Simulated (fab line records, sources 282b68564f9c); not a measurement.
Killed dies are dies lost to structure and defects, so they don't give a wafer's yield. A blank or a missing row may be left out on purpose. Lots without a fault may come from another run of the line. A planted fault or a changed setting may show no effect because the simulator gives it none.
fab line records | flow rit_cmos
record lots=7 wafers=21 last_day=7
route steps=202 shown GATE@84 M1@202
lots that met no fault: from a run of the same line without faults
start_h: hours from the record's first day to the start of the lot's first wafer shown | wait_h: hours since the lot's step before | " the same as in the row above | L1.1+2: a row that stands for several wafers | - no value, or no start given | * or withheld: withheld | < > ~ a bound
route shown NAME@n: a module of which the file shows steps, and the number in the route of the first | usual: mean/standard deviation of fault-free wafers | same: alike in all rows | chamber/n: place in a boat | sites: the reading at each site | _std_site: their standard deviation | _edge_site: outer sites' mean less inner sites' | radius_mm: how far each site lies from the wafer's centre | mask NAME#n: copy n | behind: the tool/chamber that last shaped the wafer | hold: why the lot was held/for how many hours/how that ended | device: the transistor (n, p or np) that didn't switch | end of line: the same wafers' tests at the end of the route | a step without rows: its recipe alone | killed: dies lost to structure and defects at the first sort, not the wafer's yield | map: a wafer's dies, x killed, . not, _ none there
set.NAME: the setting as run; set.NAME@STEP: as run at that earlier step | model.NAME: the simulator's own value behind a step, which no gauge read
lots at some steps of the route; a table a step, a row a wafer
services: from which hour (start_h, from the record's first day; less than 0 if before it) a tool's chamber was out of use, for how many hours, and why
## steps
# step RIT_GATE_CVD_08
# recipe material=poly-Si target_thk_nm=250 temp_c=610 precursor=SiH4 time_s=2220 pressure_mtorr=300 sih4_flow_sccm=100
# step RIT_GATE_THK_MEAS_09
# recipe reads=poly-Si_of_GATE_CVD_08
# usual GATE_POLY_THK=251.8/2.1
# columns lot.wafer tool chamber start_h wait_h GATE_POLY_THK[nm]
L882.3 film_metro-03 - 45.33 0.0 250.8
L882.4 " - " " 249.5
L882.5 " - " " 248.1
L883.1 film_metro-02 - 51.17 0.0 255.1
L883.3 " - " " 254.7
L883.5 " - " " 255.4
L885.2 film_metro-03 - 58.83 0.0 250.1
L885.5 " - " " 251.8
L885.6 " - " " 251.4
L886.2 film_metro-03 - 65.34 0.0 254.9
L886.4 " - " " 253.2
L886.6 " - " " 251.3
L887.2 film_metro-03 - 70.30 0.0 249.4
L887.4 " - " " 249.0
L887.5 " - " " 250.0
L897.2 film_metro-04 - 119.09 0.0 249.4
L897.5 " - " " 252.1
L897.6 " - " " 250.4
L901.2 film_metro-03 - 140.76 0.0 250.8
L901.4 " - " " 254.8
L901.5 " - " " 253.8
# step RIT_GATE_HMDS_10
# recipe prime_time_s=60 prime_temp_c=140
# step RIT_GATE_COAT_11
# recipe resist=NOVOLAK spin_rpm=4250 resist_thk_nm=850
# step RIT_GATE_SOFTBAKE_12
# recipe resist=NOVOLAK temp_c=90 time_s=60
# step RIT_GATE_EXPOSE_13
# recipe mask_id=M6 na=0.6 source_shape=conventional sigma_outer=0.6 target_cd_nm=150 dose_mj=380
# step RIT_GATE_PEB_14
# recipe resist=NOVOLAK temp_c=withheld time_s=withheld
# step RIT_GATE_DEVELOP_15
# recipe resist=NOVOLAK develop_time_s=50 dev_temp_c=23
# step RIT_GATE_CD_MEAS_16
# recipe target_cd_nm=150
# usual cd_nm=149.3/2.1
# columns lot.wafer tool chamber start_h wait_h cd_nm
L882.3 cd_sem-02 - 46.39 - 144.2
L882.4 " - " " 145.6
L882.5 " - " " 145.9
L883.1 cd_sem-01 - 52.11 - 149.7
L883.3 " - " " 149.8
L883.5 " - " " 147.8
L885.2 cd_sem-02 - 59.75 - 148.7
L885.5 " - " " 149.5
L885.6 " - " " 146.2
L886.2 cd_sem-01 - 66.26 - 145.1
L886.4 " - " " 142.6
L886.6 " - " " 145.2
L887.2 cd_sem-01 - 71.26 - 146.3
L887.4 " - " " 146.3
L887.5 " - " " 145.7
L897.2 cd_sem-02 - 120.13 - 149.0
L897.5 " - " " 151.1
L897.6 " - " " 151.7
L901.2 cd_sem-02 - 141.87 - 151.8
L901.4 " - " " 147.3
L901.5 " - " " 149.1
# step RIT_GATE_OVL_MEAS_17
# usual GATE_OVL=1.0/1.4
# columns lot.wafer tool chamber start_h wait_h GATE_OVL[nm]
L882.3 overlay-01 - 46.48 0.1 -0.4
L882.4 " - " " -0.2
L882.5 " - " " -2.1
L883.1 overlay-01 - 52.23 0.1 -3.1
L883.3 " - " " -1.6
L883.5 " - " " -1.8
L885.2 overlay-02 - 59.86 0.1 1.9
L885.5 " - " " 0.3
L885.6 " - " " 1.3
L886.2 overlay-02 - 66.37 0.1 0.2
L886.4 " - " " 1.0
L886.6 " - " " 2.3
L887.2 overlay-01 - 71.36 0.1 1.4
L887.4 " - " " 2.3
L887.5 " - " " 1.7
L897.2 overlay-02 - 120.24 0.1 0.9
L897.5 " - " " 3.7
L897.6 " - " " 2.4
L901.2 overlay-02 - 141.97 0.1 1.1
L901.4 " - " " 2.1
L901.5 " - " " 0.1
# step RIT_GATE_HARDBAKE_18
# recipe resist=NOVOLAK temp_c=140 time_s=60
# step RIT_GATE_ETCH_19
# recipe chemistry=SF6/CHF3/O2 time_s=165 SF6_flow_sccm=30 CHF3_flow_sccm=30 O2_flow_sccm=5 target=poly-Si pressure_mtorr=40 rf_w=160 target_depth_a=3125 over_etch_frac=0.25 stop_on=SiO2
# usual drypump_motor_current_A=5.5/0.34 he_backside_leak_sccm=2.76/0.19 oes_product_au=0.851/0.017 rf_fwd_power_W=159.3/0.54 throttle_valve_pct=10.25/0.15
# columns lot.wafer tool chamber start_h wait_h drypump_motor_current_A he_backside_leak_sccm oes_product_au rf_fwd_power_W rf_hours_counter_h throttle_valve_pct
L882.3 rie_si-02 1 46.66 0.1 5.8 2.90 0.869 159.5 101 10.31
L882.4 " 0 " " 5.2 3.09 0.846 158.7 65 10.46
L882.5 " 1 " " 5.8 2.95 0.863 159.6 - 10.30
L883.1 rie_si-01 0 52.42 0.1 5.2 2.60 0.847 160.1 2 10.32
L883.3 " 2 " " 5.7 2.75 0.823 158.1 61 9.92
L883.5 " 3 " " 6.0 2.72 0.840 159.5 - 10.12
L885.2 rie_si-01 0 60.04 0.1 5.2 2.77 0.843 159.6 2 10.33
L885.5 " 1 " " 5.0 2.73 0.851 159.7 - 10.41
L885.6 " 0 " " 5.2 2.60 0.848 159.3 - 10.34
L886.2 rie_si-02 3 66.55 0.1 5.6 2.79 0.845 159.9 37 10.27
L886.4 " 1 " " 5.8 2.87 0.874 159.2 101 10.28
L886.6 " 3 " " 5.5 2.69 0.838 159.7 - 10.27
L887.2 rie_si-01 0 71.54 0.1 5.2 2.67 0.844 160.4 2 10.33
L887.4 " 1 " " 5.0 2.77 0.850 158.7 117 10.42
L887.5 " 1 " " 5.0 2.65 0.858 158.6 - 10.39
L897.2 rie_si-02 3 120.42 0.1 5.6 2.52 0.840 158.6 37 10.27
L897.5 " 2 " " 5.2 2.86 0.881 159.3 - 10.17
L897.6 " 1 " " 5.8 3.12 0.872 159.5 - 10.29
L901.2 rie_si-02 3 142.15 0.1 5.6 2.63 0.832 159.2 37 10.26
L901.4 " 1 " " 5.8 3.04 0.880 160.1 101 10.29
L901.5 " 2 " " 5.2 2.64 0.881 158.7 - 10.16
# step RIT_GATE_STRIP_20
# recipe chemistry=O2 time_s=180 resist=NOVOLAK platen_temp_c=withheld power_w=500 pressure_mtorr=4000 o2_flow_sccm=4000
# usual drypump_motor_current_A=5.7/0.38 o2_flow_sccm=4000/13
# columns lot.wafer tool chamber start_h wait_h drypump_motor_current_A o2_flow_sccm rf_hours_counter_h
L882.3 plasma_asher-04 0 46.82 0.1 5.5 4006 -
L882.4 " 1 " " 6.5 3980 -
L882.5 " 0 " " 5.5 4012 -
L883.1 plasma_asher-03 0 52.53 0.1 5.5 3990 25
L883.3 " 0 " " 5.5 4005 -
L883.5 " 0 " " 5.5 4001 -
L885.2 plasma_asher-04 1 60.15 0.1 6.5 4000 42
L885.5 " 0 " " 5.4 3210 -
L885.6 " 1 " " 6.5 3993 -
L886.2 plasma_asher-04 0 66.65 0.1 5.4 3203 43
L886.4 " 1 " " 6.5 3995 -
L886.6 " 1 " " 6.5 3995 -
L887.2 plasma_asher-04 1 71.65 0.1 6.5 4016 43
L887.4 " 1 " " 6.5 4020 -
L887.5 " 0 " " 5.5 3192 -
L897.2 plasma_asher-03 1 120.53 0.1 5.4 3995 33
L897.5 " 1 " " 5.4 4004 -
L897.6 " 0 " " 5.5 3989 -
L901.2 plasma_asher-01 1 142.26 0.1 5.4 3996 52
L901.4 " 1 " " 5.4 4018 -
L901.5 " 1 " " 5.4 4002 -
# step RIT_GATE_CD_MEAS_90
# recipe target_cd_nm=150
# usual cd_nm=149.3/2.1
# columns lot.wafer tool chamber start_h wait_h cd_nm
L882.3 cd_sem-01 - 46.98 0.1 144.8
L882.4 " - " " 145.8
L882.5 " - " " 145.8
L883.1 cd_sem-01 - 52.70 0.1 149.4
L883.3 " - " " 149.8
L883.5 " - " " 147.9
L885.2 cd_sem-01 - 60.34 0.1 148.8
L885.5 " - " " 149.6
L885.6 " - " " 146.0
L886.2 cd_sem-02 - 66.85 0.1 145.0
L886.4 " - " " 142.6
L886.6 " - " " 144.8
L887.2 cd_sem-01 - 71.85 0.1 145.9
L887.4 " - " " 146.3
L887.5 " - " " 146.2
L897.2 cd_sem-02 - 120.82 0.2 148.9
L897.5 " - " " 150.9
L897.6 " - " " 151.5
L901.2 cd_sem-02 - 142.46 0.1 151.3
L901.4 " - " " 147.0
L901.5 " - " " 148.8
# step RIT_M1_PROBE_99
# usual killed_at_contacts=0.1/0.25 killed_at_front_end=6.8/2.7 killed_dies=6.8/2.7 killed_on_rim=1.7/1.2 killed_open=3.4/1.8 killed_short=3.5/1.7
# same gross_dies=264 killed_at_M0_to_M3=0 killed_at_M4_up=0 killed_at_back_side=0 killed_at_other=0
# columns lot.wafer tool chamber start_h wait_h killed_at_contacts killed_at_front_end killed_dies killed_on_rim killed_open killed_short
L882.3 prober-02 - 69.13 0.2 0 9 9 0 5 4
L882.4 prober-02 - 69.18 0.2 0 7 7 3 4 3
L882.5 prober-02 - 69.23 0.2 0 8 8 4 3 5
L883.1 prober-01 - 73.15 0.1 0 8 8 1 4 4
L883.3 prober-01 - 73.25 0.2 0 4 4 0 2 2
L883.5 prober-01 - 73.35 0.2 0 6 6 1 3 3
L885.2 prober-01 - 81.19 0.1 0 7 7 2 2 5
L885.5 prober-01 - 81.34 0.2 0 6 6 1 0 6
L885.6 prober-01 - 81.39 0.2 0 7 7 3 3 4
L886.2 prober-02 - 86.59 0.1 0 4 4 1 1 3
L886.4 prober-02 - 86.69 0.2 0 5 5 2 3 2
L886.6 prober-02 - 86.79 0.2 0 3 3 0 2 1
L887.2 prober-01 - 93.09 0.1 0 7 7 2 3 4
L887.4 prober-01 - 93.19 0.2 1 4 5 2 0 5
L887.5 prober-01 - 93.24 0.2 0 7 7 3 2 5
L897.2 prober-01 - 142.15 0.1 0 1 1 0 0 1
L897.5 prober-01 - 142.30 0.2 0 5 5 2 1 4
L897.6 prober-01 - 142.35 0.2 0 5 5 2 2 3
L901.2 prober-01 - 163.53 0.1 1 10 11 3 5 6
L901.4 prober-01 - 163.63 0.2 0 4 4 2 2 2
L901.5 prober-01 - 163.68 0.2 0 3 3 1 1 2
# killed by level:class
L882.3 GATE:geometric_particle:short=2 SPACER:geometric_particle:open=2 SILICIDE:geometric_particle:short=2 FOX2:geometric_particle:open=1 GATE:geometric_particle:open=1 REOX:geometric_particle:open=1
L882.4 SILICIDE:geometric_particle:short=2 FOX1:geometric_particle:short=1 FOX1:geometric_particle:open=1 GATE:geometric_particle:open=1 REOX:geometric_particle:open=1 SPACER:geometric_particle:open=1
L882.5 FOX1:geometric_particle:short=3 GATE:geometric_particle:short=2 FOX1:geometric_particle:open=1 GATE:geometric_particle:open=1 SPACER:geometric_particle:open=1
L883.1 FOX1:geometric_particle:short=2 GATE:geometric_particle:open=2 SPACER:geometric_particle:short=2 FOX2:geometric_particle:open=1 REOX:geometric_particle:open=1
L883.3 FOX1:geometric_particle:open=1 FOX1:geometric_particle:short=1 REOX:geometric_particle:open=1 SPACER:geometric_particle:short=1
L883.5 GATE:geometric_particle:open=2 FOX1:geometric_particle:short=1 GATE:geometric_particle:short=1 SPACER:geometric_particle:open=1 SILICIDE:geometric_particle:short=1
L885.2 GATE:geometric_particle:short=3 FOX1:geometric_particle:short=1 FOX2:geometric_particle:open=1 GATE:geometric_particle:open=1 SPACER:geometric_particle:short=1
L885.5 GATE:geometric_particle:short=3 REOX:geometric_particle:short=1 SPACER:geometric_particle:short=1 SILICIDE:geometric_particle:short=1
L885.6 FOX2:geometric_particle:short=2 GATE:geometric_particle:open=2 GATE:geometric_particle:short=1 REOX:geometric_particle:short=1 REOX:geometric_particle:open=1
L886.2 FOX1:geometric_particle:open=1 GATE:geometric_particle:short=1 REOX:geometric_particle:short=1 SILICIDE:geometric_particle:short=1
L886.4 FOX2:geometric_particle:short=1 FOX2:geometric_particle:open=1 GATE:geometric_particle:open=1 GATE:geometric_particle:short=1 SILICIDE:geometric_particle:open=1
L886.6 FOX1:geometric_particle:open=1 GATE:geometric_particle:short=1 GATE:geometric_particle:open=1
L887.2 GATE:geometric_particle:short=3 GATE:geometric_particle:open=2 FOX2:geometric_particle:open=1 SPACER:geometric_particle:short=1
L887.4 FOX1:geometric_particle:short=2 GATE:geometric_particle:short=1 SPACER:geometric_particle:short=1 CONTACT:geometric_particle:short=1
L887.5 GATE:geometric_particle:open=2 GATE:geometric_particle:short=2 REOX:geometric_particle:short=1 SPACER:geometric_particle:short=1 SILICIDE:geometric_particle:short=1
L897.2 SPACER:geometric_particle:short=1
L897.5 GATE:geometric_particle:short=3 GATE:geometric_particle:open=1 SILICIDE:geometric_particle:short=1
L897.6 GATE:geometric_particle:open=2 GATE:geometric_particle:short=1 REOX:geometric_particle:short=1 SILICIDE:geometric_particle:short=1
L901.2 GATE:geometric_particle:short=3 GATE:geometric_particle:open=2 FOX1:geometric_particle:short=1 FOX1:geometric_particle:open=1 FOX2:geometric_particle:short=1 REOX:geometric_particle:short=1 SILICIDE:geometric_particle:open=1 CONTACT:geometric_particle:open=1
L901.4 GATE:geometric_particle:short=1 REOX:geometric_particle:open=1 REOX:geometric_particle:short=1 SILICIDE:geometric_particle:open=1
L901.5 FOX1:geometric_particle:short=1 GATE:geometric_particle:short=1 SILICIDE:geometric_particle:open=1
## services
# columns tool chamber start_h hours kind
plasma_asher-04 - 78.79 21.3 repair
rie_si-02 - 100.68 10.0 pm
plasma_asher-04 - 108.75 9.0 pm
plasma_asher-04 0 108.75 9.0 vent_cycle
plasma_asher-04 1 108.75 9.0 vent_cycle
plasma_asher-04 0 117.75 - clean
plasma_asher-04 1 117.75 - clean
## key
first_sign step=RIT_GATE_STRIP_20 reading=o2_flow_sccm direction=down sigmas=63 usual=4000 struck=3202
effect none on later readings
met_at RIT_GATE_STRIP_20
struck_wafers L885.5,L886.2,L887.5
tester_left_out L885,L886,L887
loop_trim step=RIT_GATE_EXPOSE_13 setting=dose lots=L885,L886,L887
onset_between 46.82 60.15
fault kind=process_parameter_drift tool=plasma_asher-04 chamber=0 onset_h=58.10 steps=RIT_GATE_STRIP_20 channel=o2_flow_sccm offset=-800 shape=step end_h=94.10 acts_in=these_recipes_only stated=4000
# tester_left_out: of these lots the tester's yield and bins aren't shown, on N5 and GAA mostly nor the transistor test; their killed dies are dies lost to structure and defects alone, not to doping, threshold or leakage, so they don't give the yield
# loop_trim: a control loop set the setting to another value than it would have without faults
